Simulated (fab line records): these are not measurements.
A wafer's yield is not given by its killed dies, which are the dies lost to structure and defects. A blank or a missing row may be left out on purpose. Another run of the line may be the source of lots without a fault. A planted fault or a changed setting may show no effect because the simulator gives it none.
A lot that was struck, set against a sound lot / flow berkeleyCmos170 / 16 out of 331 route steps
Sound: wafers L339.2, L339.3, L339.4. Wafers L333.1, L333.3, L333.5 were the ones struck. At the end, the cause is stated.
Order at every step that has rows: each side's tool, ch and its chambers, its first start. Under that, the readings that differ: sound wafers / struck wafers / difference of the means / sigmas: that difference in standard deviations of wafers without a fault.
alike: a reading whose means differ by less than 2 such deviations, as well as words and numbers matching on both sides. not compared: withheld readings; readings where some wafer has no value; bounds like >300 that might hide an equal value; numbers whose values overlap and for which the record gives no deviation.
The two part at a step that has a row with sigmas, a row that says differs or no value, or rows on one side only. When numbers do not overlap yet have no deviation, they are printed without sigmas and do not part them. Lack of a reading on every wafer of one side parts them only where that side has two or more wafers.

first, 3 steps without rows for these wafers: UCB170_PWELL_EXPOSE_10 (exposes mask PWELL, target cd 3000 nm); UCB170_PWELL_PEB_11; UCB170_PWELL_DEVELOP_12 (develop time 45 s).
UCB170_PWELL_OVL_MEAS_13:
  sound on overlay-02, day 6 15:37; struck on overlay-02, day 5 12:56
  alike: PWELL_OVL
UCB170_PWELL_ETCH_14: etches Si3N4 in CH3F/Ar/O2, stops on SiO2, target depth 242 nm, time 151 s.
  sound on rieDiel-02 ch 1,2,3, day 6 15:38; struck on rieDiel-04 ch 0,3, day 5 12:59
  alike: drypumpMotorCurrentA, oesProductAu, throttleValvePct
  not compared: rfHoursCounterH
after that, 1 step had no rows for these wafers: UCB170_PWELL_IMPLANT_15.
UCB170_PWELL_STRIP_16: strips in O2.
  sound on plasmaAsher-01 ch 0,1, day 6 15:53; struck on plasmaAsher-03 ch 0, day 5 13:14
reading=drypumpMotorCurrentA (A); sound=5.57 5.58 5.88; struck=6.14 6.15 6.14; difference=+0.47; sigmas=+2
  alike: oesProductAu, stripTimeToEndpointS
  not compared: rfHoursCounterH
UCB170_PWELL_TW_MEAS_17:
  sound on filmMetro-03, day 6 16:00; struck on filmMetro-01, day 5 13:20
reading=PWELL_TW; sound=386.1 386.5 387.6; struck=377.7 377.6 378.9; difference=-8.7; sigmas=-3
then, 4 steps without rows for these wafers: UCB170_PWELL_CLEAN_18 (cleans in SPM, time 600 s); UCB170_PWELL_WET_ETCH_19 (etches Si3N4 in H3PO4, time 14400 s); UCB170_PWELL_WET_ETCH_20 (etches SiO2 in BOE, time 22 s); UCB170_WELLDRIVE_CLEAN_00 (cleans in SPM, time 600 s).
UCB170_WELLDRIVE_OXIDATION_01: target thk 199 nm, ox time 9000 s.
  sound on furnace-03 ch 0, day 6 23:07; struck on furnace-02 ch 0, day 6 01:50
reading=oxTempC (C); sound=1100.0 1099.2 1100.5; struck=1101.6 1101.4 1100.4; difference=+1.2; sigmas=+2
reading=spikeTcLoadC (C); sound=1127.8 1129.3 1131.2; struck=1123.8 1121.8 1122.8; difference=-6.6; sigmas=-4
  alike: spikeTcCentreC
UCB170_WELLDRIVE_THK_MEAS_02:
  sound on filmMetro-04, day 7 02:37; struck on filmMetro-03, day 6 05:26
reading=WELLDRIVE_OXIDE_THK (nm); sound=200 197 197; struck=292 298 293; difference=+96; sigmas=+28
then, 2 steps without rows for these wafers: UCB170_WELLDRIVE_ANNEAL_03 (time 900 s); UCB170_M3_PROBE_99.

## WHERE THEY PART
First at UCB170_PWELL_STRIP_16; last, within this record, at UCB170_WELLDRIVE_THK_MEAS_02.

WHY: what the simulator had put in
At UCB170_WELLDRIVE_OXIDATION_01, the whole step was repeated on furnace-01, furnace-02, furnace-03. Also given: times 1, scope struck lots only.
